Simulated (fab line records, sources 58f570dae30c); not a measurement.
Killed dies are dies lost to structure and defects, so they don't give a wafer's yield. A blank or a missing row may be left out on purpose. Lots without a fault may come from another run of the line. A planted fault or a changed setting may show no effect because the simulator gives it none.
Which tool did it? | flow berkeley_cmos170 | 7 lots, 21 wafers sampled, at 2 steps of a route of 331

WHAT THE GAUGES READ, wafer by wafer
UCB170_FIELD_THK_MEAS_90.
lot  | measured    | on            | FIELD_OXIDE_LEFT_1_THK (nm)
L968 | day 5 04:49 | film_metro-02 | 431 435 437
L970 | day 5 13:45 | film_metro-02 | 432 427 441
L972 | day 6 00:49 | film_metro-04 | 441 430 439
L974 | day 6 11:16 | film_metro-03 | 446 448 457
L983 | day 8 08:10 | film_metro-02 | 430 438 430
L985 | day 8 14:28 | film_metro-04 | 450 432 439
L989 | day 9 17:10 | film_metro-04 | 430 433 426

WHICH TOOL RAN EACH LOT (tool, then ch and the chambers of the sampled wafers, then the start)
lot  | UCB170_NWELL_STRIP_15
L968 | plasma_asher-01 ch 0,1, day 2 16:40
L970 | plasma_asher-02 ch 0,1, day 3 01:15
L972 | plasma_asher-03 ch 0,1, day 3 12:40
L974 | plasma_asher-02 ch 0,1, day 4 00:59
L983 | plasma_asher-02 ch 0,1, day 5 14:43
L985 | plasma_asher-01 ch 0, day 5 23:01
L989 | plasma_asher-01 ch 0,1, day 6 23:34
- UCB170_NWELL_STRIP_15: strips in O2.

THE ANSWER, worked out from the rows above alone
Rule: what is usual is taken from the lots themselves. Put in order of their means at a reading, lots are off if they are a third of the lots or fewer, leave a main group of 4 or more, and stand apart from it by a gap of 3 or more times the standard deviation of the main group's means; of several such gaps the widest counts. A main group whose means are all the same, to the digits that the tables above print for the reading, isn't used. A lot without any number at a reading at which 4 lots or more have one is off too. The other lots that the step has rows for count as sound.
No lot is off at any reading shown: from this, nothing can be told.

WHAT THE SIMULATOR HAD PUT IN
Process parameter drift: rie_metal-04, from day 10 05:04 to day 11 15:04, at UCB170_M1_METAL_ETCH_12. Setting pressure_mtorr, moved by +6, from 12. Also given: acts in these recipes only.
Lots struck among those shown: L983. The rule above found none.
